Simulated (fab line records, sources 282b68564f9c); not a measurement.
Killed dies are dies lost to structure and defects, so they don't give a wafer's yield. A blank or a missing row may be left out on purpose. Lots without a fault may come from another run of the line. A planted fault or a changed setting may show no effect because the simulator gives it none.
fab line records | flow rit_cmos
record lots=15 wafers=45 last_day=8
route steps=202 shown PRETRO@72
lots that met no fault: from a run of the same line without faults
start_h: hours from the record's first day to the start of the lot's first wafer shown | wait_h: hours since the lot's step before | " the same as in the row above | L1.1+2: a row that stands for several wafers | - no value, or no start given | * or withheld: withheld | < > ~ a bound
route shown NAME@n: a module of which the file shows steps, and the number in the route of the first | usual: mean/standard deviation of fault-free wafers | same: alike in all rows | chamber/n: place in a boat | sites: the reading at each site | _std_site: their standard deviation | _edge_site: outer sites' mean less inner sites' | radius_mm: how far each site lies from the wafer's centre | mask NAME#n: copy n | behind: the tool/chamber that last shaped the wafer | hold: why the lot was held/for how many hours/how that ended | device: the transistor (n, p or np) that didn't switch | end of line: the same wafers' tests at the end of the route | a step without rows: its recipe alone | killed: dies lost to structure and defects at the first sort, not the wafer's yield | map: a wafer's dies, x killed, . not, _ none there
set.NAME: the setting as run; set.NAME@STEP: as run at that earlier step | model.NAME: the simulator's own value behind a step, which no gauge read
steps of the route over a sample of lots; a table a step, a row a wafer
services: from which hour (start_h, from the record's first day; less than 0 if before it) a tool's chamber was out of use, for how many hours, and why
## steps
# step RIT_PRETRO_IMPLANT_08
# recipe species=B energy_kev=45 dose_cm2=1.2e+13 tilt_deg=7
# usual beam_on_s=9.99/0.2 end_station_pressure_torr=5.05e-06/2.6e-07 faraday_current_uA=38.1/0.76
# columns lot.wafer tool chamber start_h wait_h beam_on_s end_station_pressure_torr faraday_current_uA
L153.1 implanter-04 0 32.98 0.2 10.07 5.16e-06 37.8
L153.4 " 0 " " 10.06 4.86e-06 37.9
L153.6 " 0 " " 10.26 5.25e-06 37.2
L154.2 implanter-03 0 37.62 0.2 10.08 5.26e-06 37.7
L154.3 " 0 " " 10.13 4.75e-06 37.8
L154.5 " 0 " " 10.23 5.13e-06 37.3
L158.1 implanter-01 0 59.19 0.2 9.92 5.13e-06 38.5
L158.3 " 0 " " 9.92 4.87e-06 38.5
L158.6 " 0 " " 9.98 5.43e-06 38.1
L159.3 implanter-03 0 67.43 0.2 10.03 4.96e-06 38.0
L159.4 " 0 " " 10.02 5.44e-06 38.0
L159.5 " 0 " " 9.74 5.45e-06 39.1
L161.2 implanter-03 0 73.43 0.2 12.24 9.926e-05 31.5
L161.4 " 0 " " 12.16 9.576e-05 31.7
L161.6 " 0 " " 12.39 9.587e-05 31.0
L162.1 implanter-03 0 81.52 0.2 11.85 8.664e-05 32.4
L162.3 " 0 " " 12.73 9.109e-05 30.2
L162.4 " 0 " " 12.19 0.00010229 31.5
L164.2 implanter-03 0 87.86 0.2 12.26 0.00010097 31.3
L164.4 " 0 " " 12.06 8.809e-05 31.9
L164.6 " 0 " " 12.11 8.613e-05 31.7
L167.3 implanter-01 0 106.76 0.2 9.85 5.46e-06 38.7
L167.4 " 0 " " 9.61 5.2e-06 39.6
L167.6 " 0 " " 9.97 5.1e-06 38.3
L168.1 implanter-01 0 109.43 0.2 10.12 4.56e-06 37.7
L168.2 " 0 " " 10.05 5.07e-06 37.8
L168.3 " 0 " " 9.40 4.86e-06 40.2
L170.3 implanter-04 0 122.45 0.2 10.36 5.07e-06 36.8
L170.4 " 0 " " 10.21 5.32e-06 37.3
L170.5 " 0 " " 9.66 5.1e-06 39.2
L172.4 implanter-04 0 136.87 0.2 9.69 4.95e-06 39.2
L172.5 " 0 " " 9.66 5.08e-06 39.4
L172.6 " 0 " " 10.03 5.26e-06 38.0
L173.1 implanter-01 0 142.81 0.2 9.67 4.61e-06 39.3
L173.4 " 0 " " 10.19 4.92e-06 37.5
L173.6 " 0 " " 9.75 4.99e-06 38.9
L174.3 implanter-04 0 147.94 0.2 9.84 4.99e-06 38.6
L174.4 " 0 " " 10.13 5.24e-06 37.8
L174.6 " 0 " " 9.60 4.91e-06 39.8
L175.2 implanter-01 0 154.31 0.2 9.62 4.68e-06 39.5
L175.3 " 0 " " 9.93 5.43e-06 38.3
L175.6 " 0 " " 10.35 4.84e-06 36.8
L176.2 implanter-01 0 159.49 0.2 9.73 4.91e-06 39.0
L176.3 " 0 " " 9.83 5.15e-06 38.6
L176.5 " 0 " " 9.98 5.01e-06 38.0
# step RIT_PRETRO_TW_MEAS_10
# usual PRETRO_TW=471/4.5
# columns lot.wafer tool chamber start_h wait_h PRETRO_TW
L153.1 film_metro-04 - 33.31 0.1 474
L153.4 " - " " 473
L153.6 " - " " 471
L154.2 film_metro-02 - 37.93 0.1 475
L154.3 " - " " 475
L154.5 " - " " 478
L158.1 film_metro-04 - 59.52 0.1 475
L158.3 " - " " 472
L158.6 " - " " 473
L159.3 film_metro-01 - 67.72 0.1 465
L159.4 " - " " 464
L159.5 " - " " 467
L161.2 film_metro-02 - 73.74 0.1 505
L161.4 " - " " 503
L161.6 " - " " 507
L162.1 film_metro-01 - 81.84 0.1 495
L162.3 " - " " 495
L162.4 " - " " 494
L164.2 film_metro-02 - 88.17 0.1 505
L164.4 " - " " 504
L164.6 " - " " 505
L167.3 film_metro-02 - 107.05 0.1 474
L167.4 " - " " 476
L167.6 " - " " 476
L168.1 film_metro-01 - 109.76 0.1 467
L168.2 " - " " 465
L168.3 " - " " 467
L170.3 film_metro-01 - 122.75 0.1 468
L170.4 " - " " 469
L170.5 " - " " 470
L172.4 film_metro-01 - 137.15 0.1 468
L172.5 " - " " 469
L172.6 " - " " 467
L173.1 film_metro-02 - 143.13 0.1 478
L173.4 " - " " 476
L173.6 " - " " 478
L174.3 film_metro-04 - 148.24 0.1 473
L174.4 " - " " 471
L174.6 " - " " 474
L175.2 film_metro-01 - 154.62 0.1 463
L175.3 " - " " 463
L175.6 " - " " 467
L176.2 film_metro-01 - 159.80 0.1 468
L176.3 " - " " 464
L176.5 " - " " 465
## services
# columns tool chamber start_h hours kind
implanter-03 - 15.53 19.5 pm
implanter-01 - 70.07 1.7 repair
implanter-04 - 87.31 2.3 repair
implanter-03 - 108.03 3.6 pm
## key
first_sign step=RIT_PRETRO_IMPLANT_08 reading=end_station_pressure_torr direction=up sigmas=99+ usual=5.05e-06 struck=9.401e-05
effect step=RIT_PRETRO_IMPLANT_08 reading=beam_on_s direction=up sigmas=11 usual=9.99 struck=12.22
effect step=RIT_PRETRO_TW_MEAS_10 reading=PRETRO_TW direction=up sigmas=6.7 usual=471 struck=501
met_at RIT_PRETRO_IMPLANT_08
struck_lots L161,L162,L164
tester_left_out L161,L162,L164
onset_between 67.43 73.43
fault kind=process_parameter_drift tool=implanter-03 chamber=- onset_h=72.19 steps=RIT_PRETRO_IMPLANT_08 channel=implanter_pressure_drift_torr offset=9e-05 shape=step end_h=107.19
fault kind=process_parameter_drift tool=implanter-03 chamber=- onset_h=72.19 steps=RIT_PRETRO_IMPLANT_08 channel=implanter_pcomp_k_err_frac offset=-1 shape=step end_h=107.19
# tester_left_out: of these lots the tester's yield and bins aren't shown, on N5 and GAA mostly nor the transistor test; their killed dies are dies lost to structure and defects alone, not to doping, threshold or leakage, so they don't give the yield
